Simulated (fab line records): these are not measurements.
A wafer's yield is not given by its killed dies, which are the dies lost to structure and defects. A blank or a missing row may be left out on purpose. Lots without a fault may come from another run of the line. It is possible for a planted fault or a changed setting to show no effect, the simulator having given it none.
fab line records -- flow berkeleyCmos170 -- part 1 of 2: steps 1 to 29 of 42
[record] lots = 5, wafers = 15, lastDay = 11
route steps=331 shown M1@244 V1@254 M2@271
lots that met no fault: taken from a fault-free run of the same line
startH: the number of hours between the record's first day and the start of the first shown wafer of the lot -- waitH: hours from the lot's prior step to this one -- " same as the row above -- L1.1+2: a single row standing in for several wafers -- - either no value or no given start -- * or withheld: withheld -- < > ~ a bound
route shown NAME@n: names a module that has steps shown in the file, with the first one's number in the route -- usual: mean/standard deviation taken from wafers without a fault -- same: alike in all rows -- chamber/n: place in a boat -- sites: readings site by site -- _std_site: standard deviation of those values -- _edge_site: mean of outer sites minus mean of inner sites -- radiusMm: for every site, how far away it sits from the centre of the wafer -- mask NAME#n: copy n -- behind: the last tool/chamber to shape the wafer -- hold: the reason the lot was held/the length of the hold in hours/how it ended -- device: the transistor (n, p or np) that didn't switch -- end of line: tests run on the same wafers once the route is complete -- a step given without rows: its recipe and nothing more -- killed: the dies lost at the first sort to structure and to defects; this is not the yield of the wafer -- map: a wafer's dies, marking killed ones x, the rest . and places with no die _
set.NAME: the run value of the setting; set.NAME@STEP: its run value at that earlier step -- model.NAME: the simulator's own value behind a step, which no gauge read
lots at some steps of the route; a table a step, a row a wafer
services: the hour from which a tool's chamber was out of use, counted from the record's first day as startH (under 0 if before that day), plus the number of hours and why
[[steps]]
[step UCB170_M1_EXPOSE_06]
[recipe] maskId = METAL1, targetCdNm = 700, na = 0.5, sigmaOuter = 0.6, sourceShape = conventional, doseMj = 21
[usual] exposureDoseMJCm2 = 21.230/0.025
lot.wafer,tool,chamber,startH,waitH,mask,exposureDoseMJCm2
L078.1,krfScanner-02,0,164.56,-,METAL1#0,21.189
L078.3,krfScanner-02,0,164.56,-,METAL1#0,21.186
L078.5,krfScanner-02,0,164.56,-,METAL1#0,21.192
L085.1,krfScanner-01,0,198.72,-,METAL1#0,21.233
L085.3,krfScanner-01,0,198.72,-,METAL1#0,21.282
L085.5,krfScanner-01,0,198.72,-,METAL1#0,21.267
L086.1,krfScanner-02,0,199.18,-,METAL1#0,21.211
L086.2,krfScanner-02,0,199.18,-,METAL1#0,21.221
L086.5,krfScanner-02,0,199.18,-,METAL1#0,21.251
L092.2,krfScanner-01,0,226.36,-,METAL1#0,21.242
L092.4,krfScanner-01,0,226.36,-,METAL1#0,21.251
L092.5,krfScanner-01,0,226.36,-,METAL1#0,21.264
L094.1,krfScanner-02,0,252.03,-,METAL1#0,21.200
L094.2,krfScanner-02,0,252.03,-,METAL1#0,21.195
L094.5,krfScanner-02,0,252.03,-,METAL1#0,21.199
[step UCB170_M1_PEB_07]
[recipe] pebTempC = 130, pebTimeS = withheld, resist = KrF
lot.wafer,tool,chamber,startH,waitH
L078.1+3+5,lithoTrack-04,0,165.16,0.6
L085.1+3+5,lithoTrack-03,0,199.06,0.3
L086.1+2+5,lithoTrack-04,0,199.77,0.6
L092.2+4+5,lithoTrack-02,0,226.89,0.5
L094.1+2+5,lithoTrack-02,0,252.67,0.6
[step UCB170_M1_DEVELOP_08]
[recipe] developer = TMAH, developTimeS = 45, resist = KrF, devTempC = 21
lot.wafer,tool,chamber,startH,waitH
L078.1+3+5,lithoTrack-04,0,-,-
L085.1+3+5,lithoTrack-03,0,-,-
L086.1+2+5,lithoTrack-04,0,-,-
L092.2+4+5,lithoTrack-02,0,-,-
L094.1+2+5,lithoTrack-02,0,-,-
[step UCB170_M1_CD_MEAS_09]
[recipe] targetCdNm = 700
[usual] cdNm = 699.8/1.6
lot.wafer,tool,chamber,startH,waitH,cdNm
L078.1,cdSem-01,-,165.43,-,698.6
L078.3,cdSem-01,-,165.43,-,700.3
L078.5,cdSem-01,-,165.43,-,699.7
L085.1,cdSem-02,-,199.34,-,697.0
L085.3,cdSem-02,-,199.34,-,697.8
L085.5,cdSem-02,-,199.34,-,698.1
L086.1,cdSem-01,-,200.12,-,701.7
L086.2,cdSem-01,-,200.12,-,702.2
L086.5,cdSem-01,-,200.12,-,701.0
L092.2,cdSem-01,-,227.16,-,700.9
L092.4,cdSem-01,-,227.16,-,700.9
L092.5,cdSem-01,-,227.16,-,700.0
L094.1,cdSem-01,-,252.95,-,702.6
L094.2,cdSem-01,-,252.95,-,703.2
L094.5,cdSem-01,-,252.95,-,703.1
[step UCB170_M1_OVL_MEAS_10]
[usual] M1_OVL = -2/5.7
lot.wafer,tool,chamber,startH,waitH,M1_OVL[nm]
L078.1,overlay-01,-,165.55,0.1,1
L078.3,overlay-01,-,165.55,0.1,4
L078.5,overlay-01,-,165.55,0.1,4
L085.1,overlay-01,-,199.46,0.1,13
L085.3,overlay-01,-,199.46,0.1,4
L085.5,overlay-01,-,199.46,0.1,7
L086.1,overlay-02,-,200.24,0.1,-4
L086.2,overlay-02,-,200.24,0.1,2
L086.5,overlay-02,-,200.24,0.1,-8
L092.2,overlay-02,-,227.27,0.1,7
L092.4,overlay-02,-,227.27,0.1,-5
L092.5,overlay-02,-,227.27,0.1,-2
L094.1,overlay-02,-,253.07,0.1,-9
L094.2,overlay-02,-,253.07,0.1,-7
L094.5,overlay-02,-,253.07,0.1,-4
[step UCB170_M1_ETCH_11]
[recipe] chemistry = N2/H2, targetDepthA = withheld, overetchA = withheld, target = BARC, timeS = withheld, sourceW = 500, biasW = 100, pressureMtorr = 30, n2FlowSccm = 100, h2FlowSccm = 200
[usual] drypumpMotorCurrentA = 5.9/0.32, oesProductAu = 1.009/0.023, throttleValvePct = 13.36/0.23
lot.wafer,tool,chamber,startH,waitH,drypumpMotorCurrentA,oesProductAu,throttleValvePct
L078.1,rieDiel-02,1,165.59,0.0,5.8,0.994,13.44
L078.3,rieDiel-02,0,165.59,0.0,6.0,0.991,13.66
L078.5,rieDiel-02,0,165.59,0.0,6.0,0.990,13.66
L085.1,rieDiel-02,1,199.49,0.0,5.8,0.996,13.45
L085.3,rieDiel-02,3,199.49,0.0,6.0,0.996,13.43
L085.5,rieDiel-02,3,199.49,0.0,6.0,0.984,13.45
L086.1,rieDiel-04,2,200.28,0.0,5.8,0.991,12.85
L086.2,rieDiel-04,0,200.28,0.0,5.3,1.027,13.45
L086.5,rieDiel-04,2,200.28,0.0,5.8,0.985,12.83
L092.2,rieDiel-03,3,227.30,0.0,5.6,0.986,13.67
L092.4,rieDiel-03,1,227.30,0.0,6.2,0.996,13.50
L092.5,rieDiel-03,1,227.30,0.0,6.2,1.008,13.54
L094.1,rieDiel-03,1,253.10,0.0,6.1,0.982,13.51
L094.2,rieDiel-03,0,253.10,0.0,5.7,1.035,13.20
L094.5,rieDiel-03,0,253.10,0.0,5.7,1.049,13.17
[step UCB170_M1_METAL_ETCH_12]
[recipe] chemistry = Cl2/BCl3, target = Al, stopOn = PSG, pressureMtorr = 12, targetDepthA = 7800, overEtchFrac = 0.3, timeS = 130, icpW = 600, biasW = 120, Cl2_flow_sccm = 90, bcl3FlowSccm = 45
[usual] drypumpMotorCurrentA = 5.8/0.6, oesProductAu = 0.853/0.013, throttleValvePct = 24.64/0.12
lot.wafer,tool,chamber,startH,waitH,drypumpMotorCurrentA,oesProductAu,rfHoursCounterH,throttleValvePct
L078.1,rieMetal-02,1,165.63,-,6.2,0.830,10,24.70
L078.3,rieMetal-02,1,165.63,-,6.2,0.830,-,24.69
L078.5,rieMetal-02,1,165.63,-,6.2,0.842,-,24.67
L085.1,rieMetal-01,0,199.54,-,5.4,0.851,12,24.58
L085.3,rieMetal-01,1,199.54,-,5.0,0.859,-,24.45
L085.5,rieMetal-01,0,199.54,-,5.4,0.870,-,24.57
L086.1,rieMetal-04,1,200.32,-,5.8,0.869,12,24.75
L086.2,rieMetal-04,0,200.32,-,6.8,0.850,8,24.82
L086.5,rieMetal-04,1,200.32,-,5.8,0.882,-,24.76
L092.2,rieMetal-01,1,227.34,-,5.0,0.886,9,24.43
L092.4,rieMetal-01,1,227.34,-,5.0,0.869,-,24.45
L092.5,rieMetal-01,1,227.34,-,5.0,0.882,-,24.45
L094.1,rieMetal-01,1,253.14,-,5.0,0.860,10,24.45
L094.2,rieMetal-01,1,253.14,-,5.0,0.877,-,24.46
L094.5,rieMetal-01,1,253.14,-,5.0,0.845,-,24.46
[step UCB170_M1_STRIP_13]
[recipe] chemistry = O2, powerW = 400, pressureMtorr = 3500, platenTempC = withheld, o2FlowSccm = 400, overashFraction = 0.5
[usual] drypumpMotorCurrentA = 5.9/0.42, oesProductAu = 0.720/0.0047
lot.wafer,tool,chamber,startH,waitH,drypumpMotorCurrentA,oesProductAu,rfHoursCounterH
L078.1,plasmaAsher-02,0,165.90,0.2,5.6,0.728,50
L078.3,plasmaAsher-02,0,165.90,0.2,5.7,0.719,-
L078.5,plasmaAsher-02,1,165.90,0.2,5.8,0.722,-
L085.1,plasmaAsher-02,0,199.67,0.1,5.7,0.723,54
L085.3,plasmaAsher-02,0,199.67,0.1,5.7,0.716,-
L085.5,plasmaAsher-02,1,199.67,0.1,5.8,0.722,-
L086.1,plasmaAsher-01,0,200.45,0.1,5.3,0.721,34
L086.2,plasmaAsher-01,1,200.45,0.1,6.5,0.717,34
L086.5,plasmaAsher-01,0,200.45,0.1,5.4,0.723,-
L092.2,plasmaAsher-01,1,227.47,0.1,6.5,0.717,37
L092.4,plasmaAsher-01,0,227.47,0.1,5.3,0.714,-
L092.5,plasmaAsher-01,0,227.47,0.1,5.3,0.724,-
L094.1,plasmaAsher-01,0,253.41,0.2,5.3,0.715,40
L094.2,plasmaAsher-01,1,253.41,0.2,6.6,0.721,40
L094.5,plasmaAsher-01,0,253.41,0.2,5.3,0.718,-
[step UCB170_M1_CD_MEAS_90]
[recipe] targetCdNm = 700
[usual] cdNm = 698/3.2
lot.wafer,tool,chamber,startH,waitH,cdNm
L078.1,cdSem-02,-,166.00,0.1,696
L078.3,cdSem-02,-,166.00,0.1,698
L078.5,cdSem-02,-,166.00,0.1,699
L085.1,cdSem-02,-,199.77,0.1,702
L085.3,cdSem-02,-,199.77,0.1,695
L085.5,cdSem-02,-,199.77,0.1,701
L086.1,cdSem-02,-,200.55,0.1,701
L086.2,cdSem-02,-,200.55,0.1,701
L086.5,cdSem-02,-,200.55,0.1,700
L092.2,cdSem-02,-,227.68,0.2,697
L092.4,cdSem-02,-,227.68,0.2,696
L092.5,cdSem-02,-,227.68,0.2,696
L094.1,cdSem-02,-,253.51,0.1,698
L094.2,cdSem-02,-,253.51,0.1,701
L094.5,cdSem-02,-,253.51,0.1,700
[step UCB170_M1_ANNEAL_14]
[recipe] tempC = 400, timeS = 1200, ambient = formingGas
lot.wafer,tool,chamber,startH,waitH
L078.1+3+5,-,-,168.04,2.0
L085.1+3+5,-,-,202.24,2.4
L086.1+2+5,-,-,202.24,1.7
L092.2+4+5,-,-,230.99,3.3
L094.1+2+5,-,-,255.22,1.7
[step UCB170_V1_CVD_00]
[recipe] material = SiO2, targetThkNm = 2000, tempC = 390, precursor = TEOS/O2, timeS = 250, rfW = 550, pressureMtorr = 9000
[usual] heaterPowerW = 263/57, susceptorTempC = 390.01/0.21
lot.wafer,tool,chamber,startH,waitH,heaterPowerW,susceptorTempC
L078.1,pecvd-01,0,169.37,0.0,290,389.86
L078.3,pecvd-01,2,169.37,0.0,277,390.40
L078.5,pecvd-01,2,169.37,0.0,203,389.83
L085.1,pecvd-01,0,203.57,0.0,280,390.14
L085.3,pecvd-01,1,203.57,0.0,335,390.01
L085.5,pecvd-01,2,203.57,0.0,210,390.38
L086.1,pecvd-04,0,203.57,0.0,184,389.90
L086.2,pecvd-04,1,203.57,0.0,299,390.18
L086.5,pecvd-04,0,203.57,0.0,245,390.05
L092.2,pecvd-01,2,232.32,0.0,280,390.03
L092.4,pecvd-01,2,232.32,0.0,208,390.06
L092.5,pecvd-01,1,232.32,0.0,345,390.47
L094.1,pecvd-03,1,256.56,0.0,249,389.89
L094.2,pecvd-03,0,256.56,0.0,264,390.39
L094.5,pecvd-03,1,256.56,0.0,163,389.83
[step UCB170_V1_THK_MEAS_01]
[recipe] reads = SiO2_of_V1_CVD_00
[usual] V1_TEOS_THK = 1992/29
lot.wafer,tool,chamber,startH,waitH,V1_TEOS_THK[nm]
L078.1,filmMetro-03,-,169.52,0.1,1997
L078.3,filmMetro-03,-,169.52,0.1,1956
L078.5,filmMetro-03,-,169.52,0.1,1991
L085.1,filmMetro-04,-,203.73,0.1,1972
L085.3,filmMetro-04,-,203.73,0.1,2030
L085.5,filmMetro-04,-,203.73,0.1,1963
L086.1,filmMetro-01,-,203.73,0.1,1988
L086.2,filmMetro-01,-,203.73,0.1,1976
L086.5,filmMetro-01,-,203.73,0.1,2034
L092.2,filmMetro-04,-,232.49,0.1,1941
L092.4,filmMetro-04,-,232.49,0.1,1979
L092.5,filmMetro-04,-,232.49,0.1,2034
L094.1,filmMetro-03,-,256.77,0.1,1953
L094.2,filmMetro-03,-,256.77,0.1,1950
L094.5,filmMetro-03,-,256.77,0.1,2001
[step UCB170_V1_CMP_02]
[recipe] material = SiO2, downForcePsi = 6, platenRpm = 60, padVelocityMS = 0.75398
[usual] motorCurrentA = 16.9/1.2
lot.wafer,tool,chamber,startH,waitH,motorCurrentA
L078.1,cmp-02,2,169.88,0.3,15.5
L078.3,cmp-02,0,169.88,0.3,17.6
L078.5,cmp-02,3,169.88,0.3,17.5
L085.3,cmp-02,2,203.79,0.0,16.4
L085.1,cmp-02,1,203.79,0.0,17.8
L085.5,cmp-02,2,203.79,0.0,15.9
L086.1,cmp-01,2,203.84,0.1,17.1
L086.2,cmp-01,3,203.84,0.1,14.7
L086.5,cmp-01,2,203.84,0.1,17.2
L092.4,cmp-02,2,233.14,0.6,15.1
L092.2,cmp-02,3,233.14,0.6,16.3
L092.5,cmp-02,2,233.14,0.6,15.3
L094.2,cmp-01,1,257.07,0.3,17.6
L094.1,cmp-01,2,257.07,0.3,17.1
L094.5,cmp-01,1,257.07,0.3,17.7
[step UCB170_V1_BOW_MEAS_03]
[recipe] mode = bow
[usual] V1_BOW = 18/7
lot.wafer,tool,chamber,startH,waitH,V1_BOW[um]
L078.1,filmMetro-04,-,170.18,0.2,4
L078.3,filmMetro-04,-,170.18,0.2,11
L078.5,filmMetro-04,-,170.18,0.2,6
L085.1,filmMetro-03,-,204.09,0.1,22
L085.3,filmMetro-03,-,204.09,0.1,18
L085.5,filmMetro-03,-,204.09,0.1,14
L086.1,filmMetro-01,-,204.09,0.2,17
L086.2,filmMetro-01,-,204.09,0.2,11
L086.5,filmMetro-01,-,204.09,0.2,8
L092.2,filmMetro-03,-,233.46,0.2,27
L092.4,filmMetro-03,-,233.46,0.2,16
L092.5,filmMetro-03,-,233.46,0.2,20
L094.1,filmMetro-03,-,257.37,0.2,17
L094.2,filmMetro-03,-,257.37,0.2,33
L094.5,filmMetro-03,-,257.37,0.2,11
[step UCB170_V1_THK_MEAS_04]
[recipe] reads = SiO2_of_V1_CVD_00
[usual] V1_POLISHED_THK = 1000.4/1.3
lot.wafer,tool,chamber,startH,waitH,V1_POLISHED_THK[nm]
L078.1,filmMetro-04,-,170.30,0.1,1000.1
L078.3,filmMetro-04,-,170.30,0.1,998.4
L078.5,filmMetro-04,-,170.30,0.1,1000.3
L085.1,filmMetro-03,-,204.21,0.1,1000.3
L085.3,filmMetro-03,-,204.21,0.1,1001.3
L085.5,filmMetro-03,-,204.21,0.1,1000.5
L086.1,filmMetro-01,-,204.21,0.1,1001.0
L086.2,filmMetro-01,-,204.21,0.1,1003.1
L086.5,filmMetro-01,-,204.21,0.1,1001.1
L092.2,filmMetro-03,-,233.57,0.1,1001.1
L092.4,filmMetro-03,-,233.57,0.1,1000.4
L092.5,filmMetro-03,-,233.57,0.1,1000.3
L094.1,filmMetro-03,-,257.49,0.1,1002.0
L094.2,filmMetro-03,-,257.49,0.1,1000.1
L094.5,filmMetro-03,-,257.49,0.1,1001.9
[step UCB170_V1_CLEAN_05]
[recipe] chemistry = DIW
lot.wafer,tool,chamber,startH,waitH
L078.1+3+5,wetBench-02,3,171.13,0.8
L085.1+3+5,wetBench-01,1,204.46,0.2
L086.1+2+5,wetBench-01,0,204.46,0.2
L092.2+4+5,wetBench-03,1,233.62,0.0
L094.1+2+5,wetBench-01,2,257.65,0.1
[step UCB170_V1_HMDS_06]
[recipe] primeTimeS = 60, primeTempC = 100
lot.wafer,tool,chamber,startH,waitH
L078.1+3+5,lithoTrack-04,0,171.80,0.5
L085.1+3+5,lithoTrack-04,0,204.65,0.0
L086.1+2+5,lithoTrack-02,0,205.08,0.4
L092.2+4+5,lithoTrack-02,0,233.82,0.0
L094.1+2+5,lithoTrack-04,0,257.89,0.1
[step UCB170_V1_COAT_07]
[recipe] resist = KrF, spinRpm = 1500, resistThkNm = 900
lot.wafer,tool,chamber,startH,waitH
L078.1+3+5,lithoTrack-04,0,171.95,0.1
L085.1+3+5,lithoTrack-04,0,204.80,0.1
L086.1+2+5,lithoTrack-02,0,205.23,0.1
L092.2+4+5,lithoTrack-02,0,233.97,0.1
L094.1+2+5,lithoTrack-04,0,258.04,0.1
[step UCB170_V1_SOFTBAKE_08]
[recipe] resist = KrF, tempC = 130, timeS = 60
lot.wafer,tool,chamber,startH,waitH
L078.1+3+5,lithoTrack-04,0,172.10,0.1
L085.1+3+5,lithoTrack-04,0,204.95,0.1
L086.1+2+5,lithoTrack-02,0,205.38,0.1
L092.2+4+5,lithoTrack-02,0,234.12,0.1
L094.1+2+5,lithoTrack-04,0,258.19,0.1
[step UCB170_V1_EXPOSE_09]
[recipe] maskId = VIA1, targetCdNm = 700, na = 0.5, sigmaOuter = 0.6, sourceShape = conventional, doseMj = 37
[usual] exposureDoseMJCm2 = 38.30/0.05
lot.wafer,tool,chamber,startH,waitH,mask,exposureDoseMJCm2
L078.1,krfScanner-02,0,172.25,0.1,VIA1#0,38.35
L078.3,krfScanner-02,0,172.25,0.1,VIA1#0,38.34
L078.5,krfScanner-02,0,172.25,0.1,VIA1#0,38.35
L085.1,krfScanner-02,0,205.10,0.1,VIA1#0,38.24
L085.3,krfScanner-02,0,205.10,0.1,VIA1#0,38.25
L085.5,krfScanner-02,0,205.10,0.1,VIA1#0,38.33
L086.1,krfScanner-02,0,205.63,0.2,VIA1#0,38.29
L086.2,krfScanner-02,0,205.63,0.2,VIA1#0,38.27
L086.5,krfScanner-02,0,205.63,0.2,VIA1#0,38.33
L092.2,krfScanner-01,0,234.39,0.2,VIA1#0,38.34
L092.4,krfScanner-01,0,234.39,0.2,VIA1#0,38.43
L092.5,krfScanner-01,0,234.39,0.2,VIA1#0,38.39
L094.1,krfScanner-02,0,258.34,0.1,VIA1#0,38.26
L094.2,krfScanner-02,0,258.34,0.1,VIA1#0,38.25
L094.5,krfScanner-02,0,258.34,0.1,VIA1#0,38.24
[step UCB170_V1_PEB_10]
[recipe] pebTempC = 129.1, pebTimeS = withheld, resist = KrF
lot.wafer,tool,chamber,startH,waitH
L078.1+3+5,lithoTrack-01,0,172.70,0.4
L085.1+3+5,lithoTrack-04,0,205.38,0.3
L086.1+2+5,lithoTrack-02,0,205.98,0.3
L092.2+4+5,lithoTrack-04,0,234.51,0.1
L094.1+2+5,lithoTrack-04,0,258.46,0.1
[step UCB170_V1_DEVELOP_11]
[recipe] developer = TMAH, developTimeS = 45, resist = KrF, devTempC = 21
lot.wafer,tool,chamber,startH,waitH
L078.1+3+5,lithoTrack-01,0,-,-
L085.1+3+5,lithoTrack-04,0,-,-
L086.1+2+5,lithoTrack-02,0,-,-
L092.2+4+5,lithoTrack-04,0,-,-
L094.1+2+5,lithoTrack-04,0,-,-
[step UCB170_V1_CD_MEAS_12]
[recipe] targetCdNm = 700
[usual] cdNm = 700.1/1.5
lot.wafer,tool,chamber,startH,waitH,cdNm
L078.1,cdSem-01,-,172.97,-,702.1
L078.3,cdSem-01,-,172.97,-,701.4
L078.5,cdSem-01,-,172.97,-,702.2
L085.1,cdSem-01,-,205.65,-,697.0
L085.3,cdSem-01,-,205.65,-,697.4
L085.5,cdSem-01,-,205.65,-,697.8
L086.1,cdSem-02,-,206.25,-,700.0
L086.2,cdSem-02,-,206.25,-,700.7
L086.5,cdSem-02,-,206.25,-,700.8
L092.2,cdSem-02,-,234.78,-,700.1
L092.4,cdSem-02,-,234.78,-,699.8
L092.5,cdSem-02,-,234.78,-,699.4
L094.1,cdSem-01,-,258.73,-,701.0
L094.2,cdSem-01,-,258.73,-,700.7
L094.5,cdSem-01,-,258.73,-,702.1
[step UCB170_V1_OVL_MEAS_13]
[usual] V1_OVL = -3/5.6
lot.wafer,tool,chamber,startH,waitH,V1_OVL[nm]
L078.1,overlay-02,-,173.09,0.1,-1
L078.3,overlay-02,-,173.09,0.1,0
L078.5,overlay-02,-,173.09,0.1,-2
L085.1,overlay-02,-,205.77,0.1,0
L085.3,overlay-02,-,205.77,0.1,2
L085.5,overlay-02,-,205.77,0.1,2
L086.1,overlay-02,-,206.37,0.1,-3
L086.2,overlay-02,-,206.37,0.1,-8
L086.5,overlay-02,-,206.37,0.1,2
L092.2,overlay-02,-,234.89,0.1,-5
L092.4,overlay-02,-,234.89,0.1,2
L092.5,overlay-02,-,234.89,0.1,-7
L094.1,overlay-01,-,258.85,0.1,2
L094.2,overlay-01,-,258.85,0.1,-2
L094.5,overlay-01,-,258.85,0.1,-10
[step UCB170_V1_ETCH_14]
[recipe] chemistry = CHF3/CF4/Ar, target = SiO2, stopOn = Al, CHF3_flow_sccm = 45, cf4FlowSccm = 15, Ar_flow_sccm = 150, pressureMtorr = 200, rfW = 700, targetDepthA = 12500, overEtchFrac = 0.25, timeS = 291
[usual] drypumpMotorCurrentA = 5.9/0.4, oesProductAu = 0.874/0.013, throttleValvePct = 6.97/0.11
lot.wafer,tool,chamber,startH,waitH,drypumpMotorCurrentA,oesProductAu,rfHoursCounterH,throttleValvePct
L078.1,rieDiel-01,0,173.13,0.0,5.5,0.878,76,6.86
L078.3,rieDiel-01,3,173.13,0.0,6.0,0.858,122,7.13
L078.5,rieDiel-01,2,173.13,0.0,5.6,0.860,-,7.04
L085.1,rieDiel-02,2,205.81,0.0,5.5,0.903,0,7.07
L085.3,rieDiel-02,1,205.81,0.0,5.8,0.858,75,7.00
L085.5,rieDiel-02,2,205.81,0.0,5.5,0.897,-,7.06
L086.1,rieDiel-01,3,206.41,0.0,6.1,0.860,123,7.13
L086.2,rieDiel-01,1,206.41,0.0,5.8,0.880,4,7.07
L086.5,rieDiel-01,3,206.41,0.0,6.1,0.870,-,7.15
L092.2,rieDiel-02,3,234.92,0.0,6.0,0.855,122,7.05
L092.4,rieDiel-02,0,234.92,0.0,6.1,0.888,1,7.07
L092.5,rieDiel-02,2,234.92,0.0,5.5,0.890,-,7.02
L094.1,rieDiel-02,0,258.89,0.0,6.1,0.891,1,7.08
L094.2,rieDiel-02,3,258.89,0.0,5.9,0.854,123,7.04
L094.5,rieDiel-02,0,258.89,0.0,6.0,0.894,-,7.09
[step UCB170_V1_STRIP_15]
[recipe] chemistry = O2, powerW = 400, pressureMtorr = 3500, platenTempC = withheld, o2FlowSccm = 400, overashFraction = 0.5
[usual] drypumpMotorCurrentA = 5.7/0.37, oesProductAu = 0.722/0.0047, stripTimeToEndpointS = 15.32/0.11
lot.wafer,tool,chamber,startH,waitH,drypumpMotorCurrentA,oesProductAu,rfHoursCounterH,stripTimeToEndpointS
L078.1,plasmaAsher-04,1,173.31,0.1,5.9,0.721,6,15.41
L078.3,plasmaAsher-04,1,173.31,0.1,5.9,0.722,-,15.42
L078.5,plasmaAsher-04,0,173.31,0.1,6.6,0.721,-,15.33
L085.1,plasmaAsher-04,0,205.99,0.1,6.6,0.716,10,15.24
L085.3,plasmaAsher-04,1,205.99,0.1,5.9,0.720,-,15.20
L085.5,plasmaAsher-04,0,205.99,0.1,6.6,0.723,-,15.29
L086.1,plasmaAsher-02,1,206.59,0.1,5.7,0.723,55,15.40
L086.2,plasmaAsher-02,0,206.59,0.1,5.6,0.721,55,15.39
L086.5,plasmaAsher-02,1,206.59,0.1,5.8,0.718,-,15.36
L092.2,plasmaAsher-04,1,235.10,0.1,5.9,0.734,13,15.21
L092.4,plasmaAsher-04,1,235.10,0.1,5.9,0.727,-,15.38
L092.5,plasmaAsher-04,0,235.10,0.1,6.6,0.721,-,15.39
L094.1,plasmaAsher-02,0,259.07,0.1,5.7,0.714,60,15.39
L094.2,plasmaAsher-02,1,259.07,0.1,5.8,0.718,60,15.21
L094.5,plasmaAsher-02,1,259.07,0.1,5.7,0.729,-,15.40
[step UCB170_V1_CD_MEAS_90]
[recipe] targetCdNm = 700
[usual] cdNm = 699.9/1.8
lot.wafer,tool,chamber,startH,waitH,cdNm
L078.1,cdSem-01,-,173.41,0.1,699.6
L078.3,cdSem-01,-,173.41,0.1,701.0
L078.5,cdSem-01,-,173.41,0.1,700.1
L085.1,cdSem-01,-,206.09,0.1,696.7
L085.3,cdSem-01,-,206.09,0.1,698.2
L085.5,cdSem-01,-,206.09,0.1,698.0
L086.1,cdSem-01,-,206.69,0.1,699.2
L086.2,cdSem-01,-,206.69,0.1,701.7
L086.5,cdSem-01,-,206.69,0.1,700.4
L092.2,cdSem-01,-,235.22,0.1,698.3
L092.4,cdSem-01,-,235.22,0.1,698.3
L092.5,cdSem-01,-,235.22,0.1,699.7
L094.1,cdSem-02,-,259.17,0.1,699.6
L094.2,cdSem-02,-,259.17,0.1,698.7
L094.5,cdSem-02,-,259.17,0.1,700.7
[step UCB170_M2_PRE_CLEAN_00]
[recipe] gas = Ar, precleanEtchTimeS = 60
lot.wafer,tool,chamber,startH,waitH
L078.1+3+5,pvdSputter-04,-,173.53,0.1
L085.1+3+5,pvdSputter-02,-,206.21,0.1
L086.1+2+5,pvdSputter-04,-,206.81,0.1
L092.2+4+5,pvdSputter-04,-,235.32,0.1
L094.1+2+5,pvdSputter-02,-,259.29,0.1
[step UCB170_M2_SPUTTER_01]
[recipe] material = Al, targetThkNm = 900, timeS = 120, powerW = 6000, chamberPressurePa = 0.5
[usual] throttleValvePct = 30.1/1.3
lot.wafer,tool,chamber,startH,waitH,throttleValvePct
L078.1,pvdSputter-04,-,173.59,0.0,29.1
L078.3,pvdSputter-04,-,173.59,0.0,30.5
L078.5,pvdSputter-04,-,173.59,0.0,29.0
L085.1,pvdSputter-02,-,206.28,0.0,27.8
L085.3,pvdSputter-02,-,206.28,0.0,33.2
L085.5,pvdSputter-02,-,206.28,0.0,30.1
L086.1,pvdSputter-04,-,206.87,0.0,30.5
L086.2,pvdSputter-04,-,206.87,0.0,28.8
L086.5,pvdSputter-04,-,206.87,0.0,31.2
L092.2,pvdSputter-04,-,235.38,0.0,30.8
L092.4,pvdSputter-04,-,235.38,0.0,30.5
L092.5,pvdSputter-04,-,235.38,0.0,30.6
L094.1,pvdSputter-02,-,259.35,0.0,33.3
L094.2,pvdSputter-02,-,259.35,0.0,28.1
L094.5,pvdSputter-02,-,259.35,0.0,33.2
